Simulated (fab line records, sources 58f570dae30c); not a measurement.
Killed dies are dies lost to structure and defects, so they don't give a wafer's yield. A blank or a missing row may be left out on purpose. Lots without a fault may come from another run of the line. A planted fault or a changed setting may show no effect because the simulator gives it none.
Which tool did it? | flow berkeley_cmos170 | 14 lots, 42 wafers sampled, at 5 steps of a route of 331

WHAT THE GAUGES READ, wafer by wafer
UCB170_START_BOW_MEAS_00. Usual: INCOMING_BOW 0 um, standard deviation 6.6.
lot  | measured    | on            | INCOMING_BOW (um) | flag
L772 | day 1 10:01 | film_metro-04 | -4 0 -1           |
L773 | day 1 15:00 | film_metro-03 | -12 6 -10         |
L776 | day 2 06:01 | film_metro-01 | -4 1 14           |
L777 | day 2 11:01 | film_metro-03 | -4 0 4            |
L778 | day 2 16:01 | film_metro-04 | 5 5 2             |
L780 | day 3 02:05 | film_metro-04 | 3 2 2             |
L781 | day 3 07:02 | film_metro-03 | 2 -3 -5           |
L784 | day 3 22:01 | film_metro-04 | 10 12 5           |
L789 | day 4 23:00 | film_metro-01 | -1 3 8            |
L791 | day 5 09:02 | film_metro-04 | -2 6 -6           |
L792 | day 5 14:02 | film_metro-04 | 10 -5 6           |
L793 | day 5 19:00 | film_metro-03 | -3 -6 14          |
L794 | day 6 00:00 | film_metro-04 | -1 -14 0          |
L795 | day 6 05:00 | film_metro-03 | -4 -9 -2          |

UCB170_START_THK_MEAS_03. Usual: START_OXIDE_THK 19.9 nm, standard deviation 0.4.
lot  | measured    | on            | START_OXIDE_THK (nm) | flag
L772 | day 1 15:16 | film_metro-04 | 19.2 19.5 19.4       |
L773 | day 1 20:16 | film_metro-03 | 19.3 19.9 19.7       |
L776 | day 2 11:54 | film_metro-01 | 20.0 20.0 19.9       |
L777 | day 2 18:19 | film_metro-01 | 19.7 19.6 19.5       |
L778 | day 2 18:18 | film_metro-03 | 19.7 19.6 19.6       |
L780 | day 3 07:13 | film_metro-04 | 20.5 20.5 20.3       |
L781 | day 3 14:23 | film_metro-01 | 20.0 19.9 20.0       |
L784 | day 4 00:46 | film_metro-03 | 20.8 20.6 20.5       |
L789 | day 5 06:23 | film_metro-03 | 19.6 19.2 19.7       |
L791 | day 5 15:52 | film_metro-03 | 19.9 19.8 20.1       |
L792 | day 5 15:52 | film_metro-01 | 19.5 19.7 19.6       |
L793 | day 6 03:43 | film_metro-04 | 19.9 20.0 20.1       |
L794 | day 6 03:43 | film_metro-03 | 19.6 19.6 20.1       |
L795 | day 6 12:38 | film_metro-03 | 20.4 20.7 20.2       |

UCB170_PWELL_OVL_MEAS_13. Usual: PWELL_OVL 4 nm, standard deviation 4.8.
lot  | measured    | on         | PWELL_OVL (nm) | flag
L772 | day 3 10:49 | overlay-01 | 9 10 10        |
L773 | day 3 17:26 | overlay-01 | 5 0 3          |
L776 | day 4 06:51 | overlay-01 | 2 6 -2         |
L777 | day 4 13:47 | overlay-02 | 1 0 4          |
L778 | day 4 13:31 | overlay-01 | 11 3 3         |
L780 | day 5 02:47 | overlay-01 | 5 10 2         |
L781 | day 5 12:35 | overlay-01 | -6 6 -8        |
L784 | day 5 20:03 | overlay-01 | 1 4 4          |
L789 | day 7 13:25 | overlay-01 | -4 0 -1        |
L791 | day 7 18:51 | overlay-02 | 7 3 5          |
L792 | day 7 18:40 | overlay-02 | 14 7 2         |
L793 | day 7 18:34 | overlay-01 | 9 -1 6         |
L794 | day 7 18:55 | overlay-01 | 4 2 1          |
L795 | day 8 07:13 | overlay-02 | 11 13 9        |

UCB170_PFIELD_OVL_MEAS_06. Usual: PFIELD_OVL -2 nm, standard deviation 5.1.
lot  | measured    | on         | PFIELD_OVL (nm) | flag
L772 | day 5 04:09 | overlay-02 | 8 5 8           |
L773 | day 5 03:50 | overlay-01 | 2 -2 1          |
L776 | day 5 18:37 | overlay-01 | 0 -4 -4         |
L777 | day 6 05:08 | overlay-01 | -2 -5 -2        |
L778 | day 6 05:07 | overlay-02 | -4 -6 -5        |
L780 | day 6 21:56 | overlay-02 | - - -           | OFF
L781 | day 7 04:14 | overlay-01 | - - -           | OFF
L784 | day 7 06:49 | overlay-01 | -6 -5 -13       |
L789 | day 9 05:02 | overlay-02 | -3 -1 -1        |
L791 | day 9 10:46 | overlay-02 | -10 -2 1        |
L792 | day 9 05:07 | overlay-02 | -8 -4 -7        |
L793 | day 9 11:29 | overlay-02 | 0 10 8          |
L794 | day 9 04:45 | overlay-02 | -2 -6 -1        |
L795 | day 9 17:13 | overlay-02 | -15 -13 -9      |

WHICH TOOL RAN EACH LOT (tool, then ch and the chambers of the sampled wafers, then the start)
lot  | UCB170_PFIELD_COAT_01
L772 | litho_track-02 ch 0, day 5 03:28
L773 | litho_track-03 ch 0, day 5 03:09
L776 | litho_track-01 ch 0, day 5 17:57
L777 | litho_track-03 ch 0, day 6 04:08
L778 | litho_track-01 ch 0, day 6 04:06
L780 | litho_track-03, day 6 20:52
L781 | litho_track-02, day 7 03:34
L784 | litho_track-02 ch 0, day 7 06:09
L789 | litho_track-03 ch 0, day 9 03:48
L791 | litho_track-01 ch 0, day 9 09:49
L792 | litho_track-02 ch 0, day 9 03:57
L793 | litho_track-03 ch 0, day 9 09:56
L794 | litho_track-02 ch 0, day 9 03:27
L795 | litho_track-01 ch 0, day 9 16:29
- UCB170_PFIELD_COAT_01: resist thk 900 nm.

WHAT THE TOOLS THEMSELVES READ (means of the sampled wafers that have a number; where no wafer has one, the mark that the record gives instead)
UCB170_PFIELD_COAT_01. Usual: chill_plate_temp_C 22.98 C, standard deviation 0.1; dispense_pressure_kPa 49.7 kPa, standard deviation 2.5.
lot  | tool           | chill_plate_temp_C (C) | dispense_pressure_kPa (kPa) | flag
L772 | litho_track-02 | 22.99                  | 49.5                        |
L773 | litho_track-03 | 23.00                  | 47.1                        |
L776 | litho_track-01 | 23.00                  | 53.3                        |
L777 | litho_track-03 | 22.94                  | 47.1                        |
L778 | litho_track-01 | 22.92                  | 53.3                        |
L780 | litho_track-03 | -                      | -                           | OFF
L781 | litho_track-02 | -                      | -                           | OFF
L784 | litho_track-02 | 22.92                  | 49.5                        |
L789 | litho_track-03 | 23.02                  | 47.1                        |
L791 | litho_track-01 | 22.92                  | 53.3                        |
L792 | litho_track-02 | 23.01                  | 49.5                        |
L793 | litho_track-03 | 23.01                  | 47.1                        |
L794 | litho_track-02 | 23.02                  | 49.5                        |
L795 | litho_track-01 | 23.00                  | 53.2                        |

THE ANSWER, worked out from the rows above alone
Rule: a lot is off if the mean of its wafers that have a number lies more than 3 standard deviations from the usual mean. A lot without any number at a reading at which 4 lots or more have one is off too. The other lots that the step has rows for count as sound. The gauges are gone through in route order, then the tools' own readings, and for those a lot's mean is taken as printed above. The first step at which some lot is off is used, and at that step the reading that is off furthest; a lot without a number counts as furthest.
Off: L780, L781, at UCB170_PFIELD_OVL_MEAS_06 (PFIELD_OVL). Without a number there: L780, L781.
A tool fits if, at a process step before that reading, it ran every lot that is off, and no sound lot after the first of them. The gauges at UCB170_PFIELD_OVL_MEAS_06 aren't tried: what is off there is off at UCB170_PFIELD_COAT_01 too, on other tools, and a gauge's error can't cause that. None of those tried fits.

WHAT THE SIMULATOR HAD PUT IN
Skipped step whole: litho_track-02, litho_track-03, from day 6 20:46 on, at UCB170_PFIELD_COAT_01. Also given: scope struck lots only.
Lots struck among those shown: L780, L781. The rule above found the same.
